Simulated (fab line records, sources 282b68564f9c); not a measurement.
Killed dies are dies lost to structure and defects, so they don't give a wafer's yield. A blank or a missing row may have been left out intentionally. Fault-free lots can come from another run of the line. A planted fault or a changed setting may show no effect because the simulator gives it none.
Problem report, 8D (eight disciplines) form, completed by code	flow rit-cmos	the parts of the form that need people (team, actions taken, sign-off) are left out

## 1. WHAT IS WRONG
oes-product-au at RIT_SPACER_ETCHBACK_05 reads a mean of 0.982 a.u. on 6 wafers of 2 lots; wafers without a fault read 0.842 a.u. with a standard deviation of 0.012. That puts it +12 standard deviations away from the usual mean.
The step: etches Si3N4 in SF6/CHF3, stops on SiO2, target depth 250 nm, time 240 s.
The first sign was on wafer L171.4 at day 4 09:54, on rie-diel-02. Wafers with a number at this step in the record: 42, from 14 lots. By rule, "out" or "out of limits" means more than 4 standard deviations away from the usual mean. The other wafers with a number count as sound.

## 2. WHAT IT IS AND WHAT IT IS NOT
question	is	is not
which readings at this step	oes-product-au	CHF3_flow_sccm, drypump-motor-current-A, rf-fwd-power-W, throttle-valve-pct
which lots	L171, L172	L164, L165, L166, L167, L168, L169, L179, L180, L182, L183, L184, L187
which wafers of those lots	all that have a number	-
read on which tools	rie-diel-02	rie-diel-01, rie-diel-04
when	from day 4 09:54	up to then (18 sound wafers); but 18 sound wafers of L179, L180, L182, L183, L184, L187 came after

## 3. SUSPECTS, AND WHAT RULES EACH OUT
Counting: a tool stays on the suspect list if, at a process step up to the reading, it processed all lots that are out and no sound lot following the first of them.
- rie-diel-02 at RIT_SPACER_ETCHBACK_05 (etches Si3N4 in SF6/CHF3, stops on SiO2, target depth 250 nm, time 240 s): ruled out as a lasting fault. Following L171 (day 4 09:54), the first lot on it that is out, the sound lots L187 were run on it.
Left after counting: nothing in the record.

## 4. THE CAUSE (what the simulator had put in)
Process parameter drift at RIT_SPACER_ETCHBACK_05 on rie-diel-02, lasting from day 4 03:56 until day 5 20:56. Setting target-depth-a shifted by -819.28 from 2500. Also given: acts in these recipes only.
Counting ruled it out, wrongly.

## 5. SEQUENCE OF EFFECTS, ordered by route
Each row: a reading where the mean over the struck wafers with a number is more than 3 standard deviations away from the usual. Only readings for which the record gives a usual standard deviation are gone through. hours: the time from each lot's start at the first step in this table that gives one to its start at this step, as a median over the lots. sigmas: the change in usual standard deviations.
hours	step	reading	usual	on struck wafers	change	sigmas
0	RIT_SPACER_ETCHBACK_05	oes-product-au	0.842 a.u.	0.982	+0.140	+12
Process steps it contains:
- RIT_SPACER_ETCHBACK_05: etches Si3N4 in SF6/CHF3, stops on SiO2, target depth 250 nm, time 240 s.

## 6. HOW IT WOULD HAVE BEEN CAUGHT EARLIER
First out-of-limits reading in this record: day 4 09:54, which is 6 hours after fault onset at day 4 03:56.
